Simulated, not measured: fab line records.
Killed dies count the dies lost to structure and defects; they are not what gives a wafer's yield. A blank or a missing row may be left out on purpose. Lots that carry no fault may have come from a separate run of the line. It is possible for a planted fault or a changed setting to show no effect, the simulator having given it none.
What tool caused it? || flow berkeley cmos170 || 7 lots with 21 wafers sampled at 2 steps, on a route of 331 steps

== WHAT EACH GAUGE READ, for each wafer ==
UCB170_NWELL_THK_MEAS_02.
{"lot": "L355", "measured": "day 2 04:51", "on": "film metro-01", "NWELL_OXIDE_THK (nm)": "26.5 25.8 25.6"}
{"lot": "L357", "measured": "day 2 16:24", "on": "film metro-03", "NWELL_OXIDE_THK (nm)": "26.5 26.3 26.3"}
{"lot": "L360", "measured": "day 3 06:22", "on": "film metro-03", "NWELL_OXIDE_THK (nm)": "30.1 30.0 30.0"}
{"lot": "L370", "measured": "day 5 05:23", "on": "film metro-04", "NWELL_OXIDE_THK (nm)": "26.0 25.9 26.0"}
{"lot": "L373", "measured": "day 5 21:11", "on": "film metro-03", "NWELL_OXIDE_THK (nm)": "25.9 26.1 26.1"}
{"lot": "L375", "measured": "day 6 08:59", "on": "film metro-04", "NWELL_OXIDE_THK (nm)": "26.8 26.8 26.7"}
{"lot": "L377", "measured": "day 6 18:00", "on": "film metro-03", "NWELL_OXIDE_THK (nm)": "26.1 26.0 25.7"}

== WHAT TOOL EACH LOT RAN ON (gives the tool, then ch and the chambers of the sampled wafers, and finally the start) ==
{"lot": "L355", "UCB170_NWELL_OXIDATION_01": "furnace-04 ch 0, day 2 03:30"}
{"lot": "L357", "UCB170_NWELL_OXIDATION_01": "furnace-04 ch 0, day 2 15:03"}
{"lot": "L360", "UCB170_NWELL_OXIDATION_01": "furnace-04 ch 0, day 3 05:01"}
{"lot": "L370", "UCB170_NWELL_OXIDATION_01": "furnace-02 ch 0, day 5 04:02"}
{"lot": "L373", "UCB170_NWELL_OXIDATION_01": "furnace-02 ch 0, day 5 19:49"}
{"lot": "L375", "UCB170_NWELL_OXIDATION_01": "furnace-01 ch 0, day 6 07:37"}
{"lot": "L377", "UCB170_NWELL_OXIDATION_01": "furnace-01 ch 0, day 6 16:39"}
- UCB170_NWELL_OXIDATION_01: target thk 26.4 nm, ox time 1260 s.

== THE ANSWER, worked out from the rows above alone ==
Rule: the lots themselves supply what counts as usual. The widest of any qualifying gaps counts: lots, ordered by their means at a reading, are off when they make up no more than a third of the lots, leave a main group of 4 or more, and stand apart from it by 3 or more times the standard deviation of that group's means. The tables above print the reading to a certain number of digits; a main group whose means all agree to those digits is not used. A lot without any number at a reading at which 4 lots or more have one is off too. The other lots that the step has rows for count as sound.
Off: L360, seen at UCB170_NWELL_THK_MEAS_02 (NWELL_OXIDE_THK). The main group has a mean of 26.2 nm with a standard deviation of 0.3.
A tool fits if, at a process step before that reading, it ran every lot that is off, and no sound lot after the first of them. Gauges at UCB170_NWELL_THK_MEAS_02: tried the same way as those tools. One candidate fits, namely furnace-04 at UCB170_NWELL_OXIDATION_01. Its last sound lot is L357 (day 2 15:03), its first lot that is off L360 (day 3 05:01): a fault that began between those two fits.

== WHAT HAD BEEN PUT IN BY THE SIMULATOR ==
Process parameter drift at UCB170_NWELL_OXIDATION_01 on furnace-04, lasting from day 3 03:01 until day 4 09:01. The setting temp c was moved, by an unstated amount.
Lots struck among those shown: L360. The rule given above showed the same thing.
